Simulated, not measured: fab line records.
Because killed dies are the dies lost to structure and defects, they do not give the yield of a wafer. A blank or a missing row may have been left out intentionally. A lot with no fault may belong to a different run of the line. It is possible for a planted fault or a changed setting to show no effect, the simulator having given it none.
A lot that was struck, set against a sound lot | flow rit_cmos | 16 steps out of a route of 202
Sound: wafers L266.1, L266.3, L266.6. Wafers L271.3, L271.4, L271.5 were the ones struck. At the end, the cause is stated.
Each step with rows lists, per side, the tool, then ch with its chambers, then its first start. Under that, the readings that differ: sound wafers | struck wafers | difference of the means | sigmas: that difference in standard deviations of wafers without a fault.
alike: same words and numbers on both sides, and readings whose means sit less than 2 such deviations apart. not compared: any withheld reading, any reading some wafer has no value for, any bound like >300 that may hide the same value, and any number with overlapping values for which the record gives no deviation.
The two part at a step that has a row with sigmas, a row that says differs or no value, or rows on one side only. Numbers that have no deviation but don't overlap get no sigmas and don't part them. A reading that every wafer of one side lacks parts them only if that side has two wafers or more.

RIT_ACTIVE_BOW_MEAS_00:
  sound on film_metro-02, day 1 20:00; struck on film_metro-01, day 2 21:02
  alike: INCOMING_BOW
then, 1 step without rows for these wafers: RIT_ACTIVE_OXIDATION_01 (target thk 46.8 nm, ox time 3360 s).
RIT_ACTIVE_THK_MEAS_02:
  sound on film_metro-03, day 2 00:55; struck on film_metro-02, day 2 23:04
  reading               | sound          | struck         | difference | sigmas
  ACTIVE_OXIDE_THK (nm) | 46.1 45.5 46.1 | 47.8 48.0 48.0 | +2.0       | +2
then, 1 step without rows for these wafers: RIT_ACTIVE_CVD_03 (deposits Si3N4 from SiH2Cl2/NH3, target thk 150 nm, time 1500 s).
RIT_ACTIVE_THK_MEAS_04:
  sound on film_metro-01, day 2 02:23; struck on film_metro-03, day 3 00:33
  alike: ACTIVE_NITRIDE_THK
then, 1 step without rows for these wafers: RIT_ACTIVE_HMDS_05 (prime time 60 s).
RIT_ACTIVE_COAT_06: resist thk 1000 nm.
  sound on litho_track-03 ch 0, day 2 02:36; struck on litho_track-04 ch 0, day 3 00:47
  reading                                     | sound             | struck            | difference | sigmas
  resist_line_temp_C (C)                      | 22.82 22.96 22.75 | 23.13 22.92 23.17 | +0.23      | +2
  model.NOVOLAK_of_ACTIVE_COAT_06.thk_nm (nm) | 1001 1001 1003    | 482 481.8 481.3   | -520       |
  alike: dispense_pressure_kPa
then, 4 steps without rows for these wafers: RIT_ACTIVE_SOFTBAKE_07 (time 60 s); RIT_ACTIVE_EXPOSE_08 (exposes mask M1, target cd 1400 nm); RIT_ACTIVE_PEB_09; RIT_ACTIVE_DEVELOP_10 (develop time 50 s).
RIT_ACTIVE_CD_MEAS_11 targets a cd of 1400 nm.
  sound on cd_sem-02, day 2 03:18; struck on cd_sem-02, day 3 01:29
  reading    | sound                | struck               | difference | sigmas
  cd_nm (nm) | 1402.6 1404.0 1405.7 | 1333.0 1331.9 1331.3 | -72.0      | -28
then, 1 step without rows for these wafers: RIT_ACTIVE_HARDBAKE_12 (time 60 s).
RIT_ACTIVE_ETCH_13: etches Si3N4 in SF6, stops on SiO2, time 210 s, target depth 210 nm.
  sound on rie_diel-02 ch 0,1, day 2 03:34; struck on rie_diel-02 ch 0,1,2, day 3 01:43
  reading                                     | sound             | struck            | difference | sigmas
  model.NOVOLAK_of_ACTIVE_COAT_06.thk_nm (nm) | 662.6 648.9 665.3 | 194.2 205.3 200.1 | -459.1     |
  model.ACTIVE.cd_nm (nm)                     | 1403 1404 1406    | 1333 1332 1332    | -72        |
  alike: drypump_motor_current_A, oes_product_au, rf_fwd_power_W, throttle_valve_pct
  not compared: rf_hours_counter_h
RIT_ACTIVE_STRIP_14: strips in O2, time 180 s.
  sound on plasma_asher-03 ch 0,1, day 2 03:43; struck on plasma_asher-01 ch 0,1, day 3 01:54
  reading             | sound          | struck         | difference | sigmas
  o2_flow_sccm (sccm) | 4027 4008 4007 | 3977 3998 3989 | -26        | -2
  alike: drypump_motor_current_A
  not compared: rf_hours_counter_h
RIT_M1_PROBE_99:
  sound on prober-02, day 4 00:19; struck on prober-01, day 4 19:46
  reading                             | sound                | struck               | difference | sigmas
  model.etest.nplus_sal.width_nm (nm) | 3439 3461 3416       | 3387 3386 3392       | -50        |
  model.etest.pplus_sal.width_nm (nm) | 3434 3452 3456       | 3393 3386 3384       | -60        |
  model.etest.nldd.width_nm (nm)      | 3181 3188 3182       | 3111 3110 3109       | -74        |
  model.etest.pldd.width_nm (nm)      | 3185 3178 3169       | 3106 3093 3124       | -70        |
  model.etest.nmos_narrow.drive_ua_um | 228.2 237.6 227      | 200.5 203.8 209.2    | -26.4      |
  model.etest.pmos_narrow.drive_ua_um | 102.9 107.7 103      | 94.04 95.03 98.94    | -8.53      |
  model.etest.field_p.vt_v (V)        | -12.95 -12.97 -12.89 | -12.32 -12.34 -12.39 | +0.59      |
  model.etest.pplus_sal.line_ohm_um   | 1.261 1.274 1.27     | 1.246 1.252 1.245    | -0.021     |
  alike: killed_at_front_end, killed_dies, killed_open, killed_short

== WHERE THEY PART ==
First at RIT_ACTIVE_THK_MEAS_02; last, within this record, at RIT_ACTIVE_STRIP_14. Later steps at which nothing parts them and some readings are alike: RIT_M1_PROBE_99.

WHY: whatever the simulator had introduced
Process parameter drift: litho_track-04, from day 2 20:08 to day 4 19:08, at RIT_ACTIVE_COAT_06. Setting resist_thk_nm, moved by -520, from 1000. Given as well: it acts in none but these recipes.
